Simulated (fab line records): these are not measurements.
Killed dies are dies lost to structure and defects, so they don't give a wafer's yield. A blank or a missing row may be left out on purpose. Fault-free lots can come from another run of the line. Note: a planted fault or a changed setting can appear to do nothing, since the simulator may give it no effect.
fab line records	flow berkeley-cmos170
[record] lots = 5	wafers = 23
route steps=331 shown PSD@183 NSD@195 BACKSIDE@201 SDANNEAL@204 PLDD@208 NLDD@209 CONTACT@229 V1@264
start-h: hours from the record's first day to the start of the lot's first wafer shown	wait-h: hours elapsed since this lot's preceding step	" identical to the entry in the row above	L1.1+2: several wafers, shown together as one row	- no value, or no start was given	* or withheld: withheld	< > ~ a bound
route shown NAME@n: a module of which the file shows steps, and the number in the route of the first	usual: mean/standard deviation taken from wafers without a fault	same: alike in all rows	chamber/n: place in a boat	sites: per-site readings	_std_site: the values' standard deviation	_edge_site: mean of outer sites minus mean of inner sites	radius-mm: for every site, how far away it sits from the centre of the wafer	mask NAME#n: copy n	behind: the last tool/chamber to shape the wafer	hold: cause of the lot's hold/its duration in hours/its outcome	device: names the non-switching transistor (n, p or np)	end of line: tests run on the same wafers once the route is complete	where a step has no rows: the recipe by itself	killed: at the first sort, the dies lost to defects and structure; wafer yield is something else	map: dies across one wafer; x = killed, . = not, _ = none there
set.NAME: setting as actually run; set.NAME@STEP: the setting as run at that earlier step	model.NAME: the simulator's own value behind a step, which no gauge read
lots whose settings were changed on purpose; a table a step, a row a wafer
[[steps]]
[step UCB170_PSD_IMPLANT_08]
[recipe] species = B	dose-cm2 = 3e+15	energy-kev = 20	tilt-deg = 7
lot.wafer	tool	chamber	start-h	wait-h	set.dose-cm2
L077.2+4+5	implanter-03	0	148.42	0.0	3e+15
L076.1+4	implanter-04	0	148.52	0.0	3.14e+15
L076.2+3+5	"	0	"	"	3e+15
L075.1+4+5	implanter-01	0	148.88	0.0	2.926e+15
L075.2+3	"	0	"	"	3e+15
L078.2+3+4	implanter-03	0	151.57	0.0	3e+15
L078.5+6	"	0	"	"	3.164e+15
L083.1+2+6	implanter-03	0	174.10	0.0	3e+15
L083.4+5	"	0	"	"	2.872e+15
[step UCB170_PSD_STRIP_09]
[recipe] chemistry = O2	power-w = 400	pressure-mtorr = 3500	platen-temp-c = withheld	o2-flow-sccm = 400	overash-fraction = 0.5
[usual] strip-time-to-endpoint-s = 29.39/0.097
lot.wafer	tool	chamber	start-h	wait-h	set.dose-cm2@PSD_IMPLANT_08	strip-time-to-endpoint-s
L077.2	plasma-asher-04	0	148.55	0.1	3e+15	29.17
L077.4	"	0	"	"	3e+15	29.19
L077.5	"	0	"	"	3e+15	29.17
L076.1	plasma-asher-01	1	148.67	0.1	3.14e+15	29.77
L076.2	"	0	"	"	3e+15	29.28
L076.3	"	1	"	"	3e+15	29.33
L076.4	"	0	"	"	3.14e+15	29.83
L076.5	"	0	"	"	3e+15	29.32
L075.1	plasma-asher-03	1	149.03	0.1	2.926e+15	29.28
L075.2	"	0	"	"	3e+15	29.50
L075.3	"	0	"	"	3e+15	29.52
L075.4	"	1	"	"	2.926e+15	29.34
L075.5	"	1	"	"	2.926e+15	29.23
L078.2	plasma-asher-04	1	151.69	0.1	3e+15	29.44
L078.3	"	0	"	"	3e+15	29.40
L078.4	"	1	"	"	3e+15	29.47
L078.5	"	0	"	"	3.164e+15	30.06
L078.6	"	1	"	"	3.164e+15	29.99
L083.1	plasma-asher-01	0	174.25	0.1	3e+15	29.46
L083.2	"	1	"	"	3e+15	29.49
L083.4	"	1	"	"	2.872e+15	28.92
L083.5	"	0	"	"	2.872e+15	28.91
L083.6	"	1	"	"	3e+15	29.36
[step UCB170_PSD_TW_MEAS_10]
[usual] PSD_TW = 2336/19
lot.wafer	tool	chamber	start-h	wait-h	set.dose-cm2@PSD_IMPLANT_08	PSD_TW
L077.2	film-metro-03	-	148.66	0.1	3e+15	2353
L077.4	"	-	"	"	3e+15	2347
L077.5	"	-	"	"	3e+15	2328
L076.1	film-metro-04	-	148.77	0.1	3.14e+15	2370
L076.2	"	-	"	"	3e+15	2330
L076.3	"	-	"	"	3e+15	2344
L076.4	"	-	"	"	3.14e+15	2368
L076.5	"	-	"	"	3e+15	2344
L075.1	film-metro-01	-	149.13	0.1	2.926e+15	2291
L075.2	"	-	"	"	3e+15	2315
L075.3	"	-	"	"	3e+15	2315
L075.4	"	-	"	"	2.926e+15	2285
L075.5	"	-	"	"	2.926e+15	2291
L078.2	film-metro-03	-	151.80	0.1	3e+15	2350
L078.3	"	-	"	"	3e+15	2346
L078.4	"	-	"	"	3e+15	2338
L078.5	"	-	"	"	3.164e+15	2378
L078.6	"	-	"	"	3.164e+15	2401
L083.1	film-metro-03	-	174.35	0.1	3e+15	2355
L083.2	"	-	"	"	3e+15	2353
L083.4	"	-	"	"	2.872e+15	2315
L083.5	"	-	"	"	2.872e+15	2325
L083.6	"	-	"	"	3e+15	2365
[step UCB170_NSD_IMPLANT_08]
[recipe] species = P	dose-cm2 = 3e+15	energy-kev = 40	tilt-deg = 7
lot.wafer	tool	chamber	start-h	wait-h	set.energy-kev	model.implant.rp-nm	model.implant.drp-nm
L077.2+4+5	implanter-04	0	151.09	0.0	40	45.85	21.16
L076.1+2+3	implanter-02	0	151.34	0.0	40	47.62	21.16
L076.4+5	"	0	"	"	37.8	45.05	20.16
L075.1+3	implanter-04	0	151.78	0.0	40	47.89	21.16
L075.2+4+5	"	0	"	"	39.09	46.82	20.75
L078.2+4+5	implanter-02	0	153.05	0.0	40	46.25	21.16
L078.3+6	"	0	"	"	41.6	48.07	21.87
L083.1+5	implanter-04	0	177.28	0.0	40	48.32	21.16
L083.2+4+6	"	0	"	"	39.08	47.23	20.74
[step UCB170_NSD_STRIP_09]
[recipe] chemistry = O2	power-w = 400	pressure-mtorr = 3500	platen-temp-c = withheld	o2-flow-sccm = 400	overash-fraction = 0.5
[usual] strip-time-to-endpoint-s = 35.78/0.073
lot.wafer	tool	chamber	start-h	wait-h	set.energy-kev@NSD_IMPLANT_08	strip-time-to-endpoint-s
L077.2	plasma-asher-03	0	151.22	0.1	40	35.91
L077.4	"	0	"	"	40	35.83
L077.5	"	0	"	"	40	35.92
L076.1	plasma-asher-01	1	151.49	0.1	40	35.68
L076.2	"	0	"	"	40	35.81
L076.3	"	1	"	"	40	35.71
L076.4	"	0	"	"	37.8	34.94
L076.5	"	0	"	"	37.8	34.98
L075.1	plasma-asher-03	0	151.93	0.1	40	35.86
L075.2	"	1	"	"	39.09	35.58
L075.3	"	0	"	"	40	35.88
L075.4	"	1	"	"	39.09	35.56
L075.5	"	1	"	"	39.09	35.55
L078.2	plasma-asher-03	0	153.17	0.1	40	35.69
L078.3	"	1	"	"	41.6	36.33
L078.4	"	0	"	"	40	35.79
L078.5	"	0	"	"	40	35.78
L078.6	"	1	"	"	41.6	36.32
L083.1	plasma-asher-01	0	177.43	0.1	40	35.63
L083.2	"	1	"	"	39.08	35.26
L083.4	"	1	"	"	39.08	35.36
L083.5	"	1	"	"	40	35.72
L083.6	"	0	"	"	39.08	35.27
[step UCB170_NSD_TW_MEAS_10]
[usual] NSD_TW = 4177/29
lot.wafer	tool	chamber	start-h	wait-h	set.energy-kev@NSD_IMPLANT_08	NSD_TW
L077.2	film-metro-04	-	151.33	0.1	40	4197
L077.4	"	-	"	"	40	4202
L077.5	"	-	"	"	40	4177
L076.1	film-metro-04	-	151.59	0.1	40	4216
L076.2	"	-	"	"	40	4200
L076.3	"	-	"	"	40	4219
L076.4	"	-	"	"	37.8	4134
L076.5	"	-	"	"	37.8	4132
L075.1	film-metro-01	-	152.03	0.1	40	4143
L075.2	"	-	"	"	39.09	4131
L075.3	"	-	"	"	40	4149
L075.4	"	-	"	"	39.09	4164
L075.5	"	-	"	"	39.09	4116
L078.2	film-metro-01	-	153.40	0.2	40	4147
L078.3	"	-	"	"	41.6	4194
L078.4	"	-	"	"	40	4139
L078.5	"	-	"	"	40	4113
L078.6	"	-	"	"	41.6	4198
L083.1	film-metro-04	-	177.53	0.1	40	4187
L083.2	"	-	"	"	39.08	4134
L083.4	"	-	"	"	39.08	4175
L083.5	"	-	"	"	40	4182
L083.6	"	-	"	"	39.08	4159
[step UCB170_BACKSIDE_SOFTBAKE_02]
[recipe] resist = KrF	temp-c = 130	time-s = 60
lot.wafer	tool	chamber	start-h	wait-h	set.time-s
L077.2+4+5	litho-track-03	0	152.08	0.1	60
L076.1+2	litho-track-04	0	152.14	0.1	60
L076.3+4+5	"	0	"	"	57.54
L075.1+3+5	litho-track-03	0	152.57	0.1	64.68
L075.2+4	"	0	"	"	60
L078.2+4	litho-track-03	0	153.95	0.1	60
L078.3+5+6	"	0	"	"	63.11
L083.1+5+6	litho-track-02	0	178.06	0.1	54.5
L083.2+4	"	0	"	"	60
[step UCB170_BACKSIDE_STRIP_03]
[recipe] chemistry = O2	power-w = 400	pressure-mtorr = 3500	platen-temp-c = withheld	o2-flow-sccm = 400	overash-fraction = 0.5
[step UCB170_BACKSIDE_CLEAN_04]
[recipe] chemistry = SPM	temp-c = 120	time-s = 600
[step UCB170_SDANNEAL_RTA_00]
[recipe] temp-c = 900	time-s = 10	ambient = N2
[step UCB170_SDANNEAL_RTA_01]
[recipe] temp-c = 1050	time-s = 5	ambient = N2
[step UCB170_SDANNEAL_RS_MEAS_02]
[recipe] thk-meas-gauge = four-point-probe
[usual] PSD_RS = 75.66/0.29
lot.wafer	tool	chamber	start-h	wait-h	set.dose-cm2@PSD_IMPLANT_08	PSD_RS[ohm/sq]
L077.2	film-metro-01	-	152.63	0.1	3e+15	75.99
L077.4	"	-	"	"	3e+15	75.78
L077.5	"	-	"	"	3e+15	76.15
L076.1	film-metro-03	-	152.70	0.0	3.14e+15	73.35
L076.2	"	-	"	"	3e+15	76.09
L076.3	"	-	"	"	3e+15	76.17
L076.4	"	-	"	"	3.14e+15	73.33
L076.5	"	-	"	"	3e+15	75.99
L075.1	film-metro-03	-	153.18	0.1	2.926e+15	77.04
L075.2	"	-	"	"	3e+15	75.67
L075.3	"	-	"	"	3e+15	75.97
L075.4	"	-	"	"	2.926e+15	77.31
L075.5	"	-	"	"	2.926e+15	77.13
L078.2	film-metro-01	-	154.49	0.1	3e+15	75.93
L078.3	"	-	"	"	3e+15	75.71
L078.4	"	-	"	"	3e+15	75.51
L078.5	"	-	"	"	3.164e+15	72.80
L078.6	"	-	"	"	3.164e+15	72.65
L083.1	film-metro-04	-	179.61	0.0	3e+15	75.24
L083.2	"	-	"	"	3e+15	75.30
L083.4	"	-	"	"	2.872e+15	78.07
L083.5	"	-	"	"	2.872e+15	78.21
L083.6	"	-	"	"	3e+15	75.31
[step UCB170_SDANNEAL_RS_MEAS_03]
[recipe] thk-meas-gauge = four-point-probe
[usual] NSD_RS = 37.29/0.085
lot.wafer	tool	chamber	start-h	wait-h	set.energy-kev@NSD_IMPLANT_08	NSD_RS[ohm/sq]
L077.2	film-metro-01	-	152.75	0.1	40	37.08
L077.4	"	-	"	"	40	37.27
L077.5	"	-	"	"	40	37.20
L076.1	film-metro-03	-	152.82	0.1	40	37.33
L076.2	"	-	"	"	40	37.33
L076.3	"	-	"	"	40	37.35
L076.4	"	-	"	"	37.8	38.05
L076.5	"	-	"	"	37.8	38.01
L075.1	film-metro-03	-	153.30	0.1	40	37.44
L075.2	"	-	"	"	39.09	37.65
L075.3	"	-	"	"	40	37.34
L075.4	"	-	"	"	39.09	37.59
L075.5	"	-	"	"	39.09	37.59
L078.2	film-metro-01	-	154.61	0.1	40	37.16
L078.3	"	-	"	"	41.6	36.86
L078.4	"	-	"	"	40	37.28
L078.5	"	-	"	"	40	37.29
L078.6	"	-	"	"	41.6	36.73
L083.1	film-metro-04	-	179.73	0.1	40	37.17
L083.2	"	-	"	"	39.08	37.61
L083.4	"	-	"	"	39.08	37.47
L083.5	"	-	"	"	40	37.27
L083.6	"	-	"	"	39.08	37.64
[step UCB170_SDANNEAL_RS_MEAS_04]
[recipe] thk-meas-gauge = four-point-probe
[usual] PLDD_RS = 1031.8/2.7
lot.wafer	tool	chamber	start-h	wait-h	set.dose-cm2@PLDD_IMPLANT_08	PLDD_RS[ohm/sq]
L077.2	film-metro-01	-	152.87	0.1	5e+13	1030.5
L077.4	"	-	"	"	5e+13	1031.7
L077.5	"	-	"	"	5e+13	1026.9
L076.1	film-metro-03	-	152.94	0.1	5e+13	1029.1
L076.2	"	-	"	"	4.718e+13	1053.0
L076.3	"	-	"	"	5e+13	1028.2
L076.4	"	-	"	"	4.718e+13	1055.2
L076.5	"	-	"	"	5e+13	1028.1
L075.1	film-metro-03	-	153.42	0.1	5e+13	1035.1
L075.2	"	-	"	"	4.704e+13	1064.4
L075.3	"	-	"	"	5e+13	1037.0
L075.4	"	-	"	"	4.704e+13	1061.5
L075.5	"	-	"	"	5e+13	1036.8
L078.2	film-metro-01	-	154.73	0.1	5e+13	1030.8
L078.3	"	-	"	"	5.312e+13	1009.4
L078.4	"	-	"	"	5.312e+13	1008.8
L078.5	"	-	"	"	5e+13	1031.8
L078.6	"	-	"	"	5.312e+13	1009.8
L083.1	film-metro-04	-	179.85	0.1	5e+13	1033.7
L083.2	"	-	"	"	5e+13	1028.4
L083.4	"	-	"	"	5e+13	1028.7
L083.5	"	-	"	"	5e+13	1030.7
L083.6	"	-	"	"	5e+13	1032.5
[step UCB170_SDANNEAL_RS_MEAS_05]
[recipe] thk-meas-gauge = four-point-probe
[usual] NLDD_RS = 617.1/1.6
lot.wafer	tool	chamber	start-h	wait-h	set.energy-kev@NLDD_IMPLANT_08	NLDD_RS[ohm/sq]
L077.2	film-metro-01	-	152.99	0.1	30	617.7
L077.4	"	-	"	"	30	614.6
L077.5	"	-	"	"	30	616.5
L076.1	film-metro-03	-	153.06	0.1	31.58	617.7
L076.2	"	-	"	"	30	621.5
L076.3	"	-	"	"	30	620.4
L076.4	"	-	"	"	30	621.4
L076.5	"	-	"	"	31.58	616.8
L075.1	film-metro-03	-	153.54	0.1	30	616.6
L075.2	"	-	"	"	29.27	620.6
L075.3	"	-	"	"	29.27	620.9
L075.4	"	-	"	"	29.27	620.1
L075.5	"	-	"	"	30	616.4
L078.2	film-metro-01	-	154.85	0.1	30	617.2
L078.3	"	-	"	"	29.14	619.8
L078.4	"	-	"	"	29.14	621.1
L078.5	"	-	"	"	30	616.9
L078.6	"	-	"	"	30	616.7
L083.1	film-metro-04	-	179.97	0.1	30	615.2
L083.2	"	-	"	"	30	616.3
L083.4	"	-	"	"	30	614.0
L083.5	"	-	"	"	30	614.1
L083.6	"	-	"	"	30	615.5
[step UCB170_CONTACT_PEB_13]
[recipe] peb-temp-c = 130	peb-time-s = withheld	resist = KrF
lot.wafer	tool	chamber	start-h	wait-h	set.peb-temp-c
L077.2+4+5	litho-track-04	0	157.02	0.1	130
L076.1+2+5	litho-track-04	0	158.03	0.1	126.4
L076.3+4	"	0	"	"	130
L075.1+4+5	litho-track-02	0	158.40	0.2	130
L075.2+3	"	0	"	"	132.9
L078.2+6	litho-track-04	0	159.02	0.1	130
L078.3+4+5	"	0	"	"	133.3
L083.1+4+5	litho-track-02	0	184.62	0.1	130
L083.2+6	"	0	"	"	127.2
[step UCB170_CONTACT_DEVELOP_14]
[recipe] developer = TMAH	develop-time-s = 45	resist = KrF	dev-temp-c = 21
[step UCB170_CONTACT_CD_MEAS_15]
[recipe] target-cd-nm = 700
[usual] cd-nm = 699.9/1.6
lot.wafer	tool	chamber	start-h	wait-h	set.peb-temp-c@CONTACT_PEB_13	cd-nm
L077.2	cd-sem-02	-	157.38	-	130	699.3
L077.4	"	-	"	"	130	699.4
L077.5	"	-	"	"	130	699.5
L076.1	cd-sem-02	-	158.31	-	126.4	674.9
L076.2	"	-	"	"	126.4	672.8
L076.3	"	-	"	"	130	702.1
L076.4	"	-	"	"	130	701.2
L076.5	"	-	"	"	126.4	674.6
L075.1	cd-sem-02	-	158.67	-	130	697.2
L075.2	"	-	"	"	132.9	711.7
L075.3	"	-	"	"	132.9	712.4
L075.4	"	-	"	"	130	696.9
L075.5	"	-	"	"	130	699.5
L078.2	cd-sem-02	-	159.48	-	130	700.2
L078.3	"	-	"	"	133.3	718.3
L078.4	"	-	"	"	133.3	718.9
L078.5	"	-	"	"	133.3	719.5
L078.6	"	-	"	"	130	699.4
L083.1	cd-sem-01	-	184.89	-	130	700.2
L083.2	"	-	"	"	127.2	679.8
L083.4	"	-	"	"	130	701.1
L083.5	"	-	"	"	130	700.0
L083.6	"	-	"	"	127.2	682.3
[step UCB170_CONTACT_ETCH_17]
[recipe] chemistry = N2/H2	target-depth-a = withheld	overetch-a = withheld	target = BARC	time-s = withheld	source-w = 500	bias-w = 100	pressure-mtorr = 30	n2-flow-sccm = 100	h2-flow-sccm = 200
lot.wafer	tool	chamber	start-h	wait-h	set.peb-temp-c@CONTACT_PEB_13	model.CONTACT.cd-nm
L077.2	rie-diel-01	3	157.51	0.0	130	699.5
L077.4	"	2	"	"	130	699.1
L077.5	"	3	"	"	130	700.1
L076.1	rie-diel-03	2	158.46	0.0	126.4	675.4
L076.2	"	1	"	"	126.4	672.2
L076.3	"	0	"	"	130	701.9
L076.4	"	0	"	"	130	701.2
L076.5	"	1	"	"	126.4	674.3
L075.1	rie-diel-02	3	158.83	0.0	130	697.3
L075.2	"	2	"	"	132.9	712.5
L075.3	"	0	"	"	132.9	712.1
L075.4	"	1	"	"	130	698.7
L075.5	"	3	"	"	130	699.3
L078.2	rie-diel-02	2	159.61	0.0	130	700.6
L078.3+4	"	1,3	"	"	133.3	719.5
L078.5	"	1	"	"	133.3	721.1
L078.6	"	2	"	"	130	700.1
L083.1	rie-diel-03	1	185.05	0.0	130	699.2
L083.2	"	0	"	"	127.2	680.4
L083.4	"	2	"	"	130	702.1
L083.5	"	2	"	"	130	700.4
L083.6	"	1	"	"	127.2	681.2
[step UCB170_CONTACT_ETCH_18]
[recipe] chemistry = CHF3/CF4/Ar	target = PSG	stop-on = TiSi2	CHF3_flow_sccm = 45	cf4-flow-sccm = 15	Ar_flow_sccm = 150	pressure-mtorr = 200	rf-w = 700	target-depth-a = 8400	over-etch-frac = 0.2	time-s = 195
lot.wafer	tool	chamber	start-h	wait-h	set.peb-temp-c@CONTACT_PEB_13	model.CONTACT.cd-nm
L077.2	rie-diel-01	3	-	-	130	699.6
L077.4	"	2	"	"	130	698.6
L077.5	"	3	"	"	130	700.3
L076.1	rie-diel-03	2	-	-	126.4	675
L076.2	"	1	"	"	126.4	672.4
L076.3	"	0	"	"	130	702
L076.4	"	0	"	"	130	700.9
L076.5	"	1	"	"	126.4	674.2
L075.1	rie-diel-02	3	-	-	130	697.3
L075.2	"	2	"	"	132.9	712
L075.3	"	0	"	"	132.9	711.2
L075.4	"	1	"	"	130	698.1
L075.5	"	3	"	"	130	699.8
L078.2	rie-diel-02	2	-	-	130	700.9
L078.3	"	1	"	"	133.3	719.7
L078.4	"	3	"	"	133.3	720.3
L078.5	"	1	"	"	133.3	721.1
L078.6	"	2	"	"	130	700.1
L083.1	rie-diel-03	1	-	-	130	699
L083.2	"	0	"	"	127.2	680.2
L083.4	"	2	"	"	130	701.4
L083.5	"	2	"	"	130	699.4
L083.6	"	1	"	"	127.2	680.9
[step UCB170_CONTACT_STRIP_19]
[recipe] chemistry = O2	power-w = 400	pressure-mtorr = 3500	platen-temp-c = withheld	o2-flow-sccm = 400	overash-fraction = 0.5
[step UCB170_CONTACT_CD_MEAS_90]
[recipe] target-cd-nm = 700
[usual] cd-nm = 699.8/1.7
lot.wafer	tool	chamber	start-h	wait-h	set.peb-temp-c@CONTACT_PEB_13	cd-nm
L077.2	cd-sem-02	-	157.80	0.1	130	699.8
L077.4	"	-	"	"	130	698.4
L077.5	"	-	"	"	130	700.5
L076.1	cd-sem-02	-	158.79	0.1	126.4	675.1
L076.2	"	-	"	"	126.4	672.3
L076.3	"	-	"	"	130	702.5
L076.4	"	-	"	"	130	700.9
L076.5	"	-	"	"	126.4	674.5
L075.1	cd-sem-02	-	159.10	0.1	130	697.2
L075.2	"	-	"	"	132.9	712.3
L075.3	"	-	"	"	132.9	711.3
L075.4	"	-	"	"	130	698.1
L075.5	"	-	"	"	130	699.6
L078.2	cd-sem-02	-	160.08	0.3	130	701.0
L078.3	"	-	"	"	133.3	719.8
L078.4	"	-	"	"	133.3	720.5
L078.5	"	-	"	"	133.3	720.7
L078.6	"	-	"	"	130	700.1
L083.1	cd-sem-01	-	185.32	0.1	130	699.0
L083.2	"	-	"	"	127.2	680.5
L083.4	"	-	"	"	130	701.6
L083.5	"	-	"	"	130	699.2
L083.6	"	-	"	"	127.2	680.9
[step UCB170_V1_PEB_10]
[recipe] peb-temp-c = 130	peb-time-s = withheld	resist = KrF
lot.wafer	tool	chamber	start-h	wait-h	set.peb-temp-c
L076.1+4+5	litho-track-02	0	165.68	0.1	131.8
L076.2+3	"	0	"	"	130
L077.2+4+5	litho-track-01	0	165.98	0.1	130
L075.1+2+5	litho-track-01	0	168.77	0.1	128.5
L075.3+4	"	0	"	"	130
L078.2+5+6	litho-track-01	0	169.07	0.3	130
L078.3+4	"	0	"	"	128
L083.1+2	litho-track-03	0	-	-	130
L083.4+5+6	"	0	"	"	133.5
[step UCB170_V1_DEVELOP_11]
[recipe] developer = TMAH	develop-time-s = 45	resist = KrF	dev-temp-c = 21
[step UCB170_V1_CD_MEAS_12]
[recipe] target-cd-nm = 700
[usual] cd-nm = 699.4/1.3
lot.wafer	tool	chamber	start-h	wait-h	set.peb-temp-c@V1_PEB_10	cd-nm
L076.1	cd-sem-01	-	165.96	-	131.8	709.6
L076.2	"	-	"	"	130	698.9
L076.3	"	-	"	"	130	698.1
L076.4	"	-	"	"	131.8	709.2
L076.5	"	-	"	"	131.8	709.8
L077.2	cd-sem-02	-	166.25	-	130	700.4
L077.4	"	-	"	"	130	699.1
L077.5	"	-	"	"	130	701.0
L075.1	cd-sem-01	-	169.04	-	128.5	690.5
L075.2	"	-	"	"	128.5	692.1
L075.3	"	-	"	"	130	702.0
L075.4	"	-	"	"	130	702.6
L075.5	"	-	"	"	128.5	691.4
L078.2	cd-sem-02	-	169.33	-	130	699.6
L078.3	"	-	"	"	128	685.0
L078.4	"	-	"	"	128	684.4
L078.5	"	-	"	"	130	697.8
L078.6	"	-	"	"	130	697.9
L083.1	cd-sem-02	-	198.80	-	130	699.0
L083.2	"	-	"	"	130	697.8
L083.4	"	-	"	"	133.5	716.9
L083.5	"	-	"	"	133.5	718.9
L083.6	"	-	"	"	133.5	718.1
[[key]]
[split] step = UCB170_PSD_IMPLANT_08	setting = dose-cm2	stated = 3e+15	by = wafer
[response] step = UCB170_PSD_STRIP_09	reading = strip-time-to-endpoint-s	change = *	per = 1%	r = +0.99
[response] step = UCB170_PSD_TW_MEAS_10	reading = PSD_TW	change = +7.97	per = 1%	r = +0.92
[response] step = UCB170_SDANNEAL_RS_MEAS_02	reading = PSD_RS	change = -0.588	per = 1%	r = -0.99
[split] step = UCB170_NSD_IMPLANT_08	setting = energy-kev	stated = 40	by = wafer
[response] step = UCB170_NSD_IMPLANT_08	reading = model.implant.rp-nm	change = +0.465	per = 1%	r = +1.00
[response] step = UCB170_NSD_IMPLANT_08	reading = model.implant.drp-nm	change = +0.18	per = 1%	r = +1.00
[response] step = UCB170_NSD_STRIP_09	reading = strip-time-to-endpoint-s	change = *	per = 1%	r = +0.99
[response] step = UCB170_NSD_TW_MEAS_10	reading = NSD_TW	change = +13.6	per = 1%	r = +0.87
[response] step = UCB170_SDANNEAL_RS_MEAS_03	reading = NSD_RS	change = -0.122	per = 1%	r = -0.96
[split] step = UCB170_BACKSIDE_SOFTBAKE_02	setting = time-s	stated = 60	by = wafer
response none clear
[split] step = UCB170_CONTACT_PEB_13	setting = peb-temp-c	stated = 130	by = wafer
[response] step = UCB170_CONTACT_CD_MEAS_15	reading = cd-nm	change = +8.34	per = 1%	r = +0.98
[response] step = UCB170_CONTACT_ETCH_17	reading = model.CONTACT.cd-nm	change = +8.42	per = 1%	r = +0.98
[response] step = UCB170_CONTACT_ETCH_18	reading = model.CONTACT.cd-nm	change = +8.34	per = 1%	r = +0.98
[response] step = UCB170_CONTACT_CD_MEAS_90	reading = cd-nm	change = +8.36	per = 1%	r = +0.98
[split] step = UCB170_V1_PEB_10	setting = peb-temp-c	stated = 130	by = wafer
[response] step = UCB170_V1_CD_MEAS_12	reading = cd-nm	change = +7.91	per = 1%	r = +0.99
split outside-this-file step=UCB170_PLDD_IMPLANT_08 setting=dose-cm2
split outside-this-file step=UCB170_NLDD_IMPLANT_08 setting=energy-kev
// split outside-this-file: this setting was split too, and the file shows its column; the key of that split is in another file
